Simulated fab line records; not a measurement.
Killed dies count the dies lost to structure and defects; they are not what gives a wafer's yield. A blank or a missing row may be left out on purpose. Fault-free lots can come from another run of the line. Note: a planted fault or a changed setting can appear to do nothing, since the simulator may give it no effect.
Which of the tools did it? | flow berkeley-cmos170 | 14 lots (42 wafers sampled), 1 step of a 331-step route

== WHAT THE GAUGES SHOWED, per wafer ==
The record holds no reading of a measuring or inspecting step that can be judged against a usual standard deviation.

== TOOL THAT RAN EACH LOT (tool first, then ch and the chambers of the sampled wafers, then the start) ==
lot  | UCB170_NWELL_HMDS_06
L614 | litho-track-03 ch 0, day 2 15:37
L615 | litho-track-03 ch 0, day 2 16:01
L616 | litho-track-03 ch 0, day 2 18:40
L617 | litho-track-01 ch 0, day 2 23:34
L619 | litho-track-03 ch 0, day 3 12:52
L622 | litho-track-01 ch 0, day 4 07:04
L624 | litho-track-04 ch 0, day 4 17:34
L626 | litho-track-01 ch 0, day 4 22:15
L629 | litho-track-04 ch 0, day 5 10:38
L632 | litho-track-03 ch 0, day 6 00:38
L633 | litho-track-03 ch 0, day 6 09:25
L634 | litho-track-04 ch 0, day 6 09:32
L635 | litho-track-03 ch 0, day 6 21:34
L637 | litho-track-03 ch 0, day 7 08:14
- UCB170_NWELL_HMDS_06: prime time 60 s.

== AS READ BY THE TOOLS THEMSELVES (means over the sampled wafers that have a number; for cases with no such wafer, the mark the record gives instead) ==
UCB170_NWELL_HMDS_06.
lot  | tool           | prime-temp-c (C)
L614 | litho-track-03 | 100.00
L615 | litho-track-03 | 99.92
L616 | litho-track-03 | 99.78
L617 | litho-track-01 | 100.15
L619 | litho-track-03 | 99.96
L622 | litho-track-01 | 96.67
L624 | litho-track-04 | 100.00
L626 | litho-track-01 | 96.71
L629 | litho-track-04 | 99.86
L632 | litho-track-03 | 100.05
L633 | litho-track-03 | 100.05
L634 | litho-track-04 | 100.21
L635 | litho-track-03 | 99.94
L637 | litho-track-03 | 100.14

== THE ANSWER, worked out from the rows above alone ==
Rule: the lots themselves supply what counts as usual. Put in order of their means at a reading, lots are off if they are a third of the lots or fewer, leave a main group of 4 or more, and stand apart from it by a gap of 3 or more times the standard deviation of the main group's means; of several such gaps the widest counts. A main group is skipped when, at the precision printed for the reading in the tables above, its means are all equal. A lot without any number at a reading at which 4 lots or more have one is off too. Any other lot the step has rows for is counted as sound. After the gauges, taken in route order, come the tools' own readings; for these a lot's mean is taken, as printed above. At the first step where some lot is off, the reading lying furthest off is the one used; lots without a number count as furthest.
Off at UCB170_NWELL_HMDS_06 (prime-temp-c): L622, L626. The main group has a mean of 100.00 C with a standard deviation of 0.12.
If a tool, at that step or one of the process steps before it, ran each lot that is off and ran no sound lot following the first of them, it fits. One candidate fits, namely litho-track-01 at UCB170_NWELL_HMDS_06. A fault onset in the window from L617 (day 2 23:34, its last sound lot) to L622 (day 4 07:04, its first lot off) fits.
On the lots that are off, the tool's own readings at UCB170_NWELL_HMDS_06 differ by more than 5 times the standard deviation of the sound lots' means, which bears it out; prime-temp-c reads 96.69 C there versus 100.00 C on the sound lots.

== WHAT HAD BEEN PUT IN BY THE SIMULATOR ==
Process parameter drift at UCB170_NWELL_HMDS_06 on litho-track-01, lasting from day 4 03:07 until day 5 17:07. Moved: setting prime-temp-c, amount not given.
Lots struck among those shown: L622, L626. The rule given above showed the same thing.
